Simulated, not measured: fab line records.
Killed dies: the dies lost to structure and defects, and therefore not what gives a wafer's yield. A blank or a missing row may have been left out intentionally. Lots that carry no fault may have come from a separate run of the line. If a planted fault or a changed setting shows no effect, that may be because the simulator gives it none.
Which tool is to blame? + flow berkeley cmos170 + 7 lots with 21 wafers sampled at 2 steps, on a route of 331 steps

## WHAT EACH GAUGE READ, for each wafer
UCB170_SDANNEAL_RS_MEAS_02: measurement is done with a four-point probe.
| lot  | measured     | on            | PSD_RS (ohm/sq)   |
|------|--------------|---------------|-------------------|
| L224 | day 7 00:34  | film metro-02 | 75.12 75.42 75.43 |
| L226 | day 8 00:56  | film metro-03 | 75.90 75.85 75.16 |
| L228 | day 8 02:04  | film metro-04 | 75.53 75.74 75.74 |
| L230 | day 8 10:54  | film metro-03 | 75.41 75.16 75.09 |
| L234 | day 9 11:17  | film metro-03 | 83.83 83.56 83.72 |
| L237 | day 9 22:34  | film metro-03 | 84.61 84.78 84.41 |
| L240 | day 10 12:23 | film metro-03 | 74.97 75.11 75.41 |

## TOOL THAT RAN EACH LOT (tool first, then ch and the chambers of the sampled wafers, then the start)
| lot  | UCB170_SDANNEAL_RTA_01           |
|------|----------------------------------|
| L224 | rtp anneal-01 ch 0, day 7 00:26  |
| L226 | rtp anneal-01 ch 0, day 8 00:53  |
| L228 | rtp anneal-02 ch 0, day 8 02:01  |
| L230 | rtp anneal-01 ch 0, day 8 10:50  |
| L234 | rtp anneal-01 ch 0, day 9 11:10  |
| L237 | rtp anneal-01 ch 0, day 9 22:22  |
| L240 | rtp anneal-02 ch 0, day 10 12:20 |
- UCB170_SDANNEAL_RTA_01: time 5 s.

## THE ANSWER, worked out from the rows above alone
Rule: what is usual is taken from the lots themselves. The widest of any qualifying gaps counts: lots, ordered by their means at a reading, are off when they make up no more than a third of the lots, leave a main group of 4 or more, and stand apart from it by 3 or more times the standard deviation of that group's means. A main group whose means are all the same, to the digits that the tables above print for the reading, isn't used. A lot without any number at a reading at which 4 lots or more have one is off too. All remaining lots with rows at the step are treated as sound.
Off: L234, L237, seen at UCB170_SDANNEAL_RS_MEAS_02 (PSD_RS). The main group has a mean of 75.40 ohm/sq with a standard deviation of 0.21.
If a tool, at a process step before that reading, ran all the lots that are off and no sound lot after the first of them, it fits. The gauges at UCB170_SDANNEAL_RS_MEAS_02 are tried like those tools. One fits: UCB170_SDANNEAL_RTA_01 on rtp anneal-01. A fault onset in the window from L230 (day 8 10:50, its last sound lot) to L234 (day 9 11:10, its first lot off) fits.

## WHAT THE SIMULATOR HAD PUT IN
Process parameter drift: rtp anneal-01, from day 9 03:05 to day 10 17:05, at UCB170_SDANNEAL_RTA_01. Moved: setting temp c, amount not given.
Lots struck among those shown: L234, L237. The rule above reached the same finding.
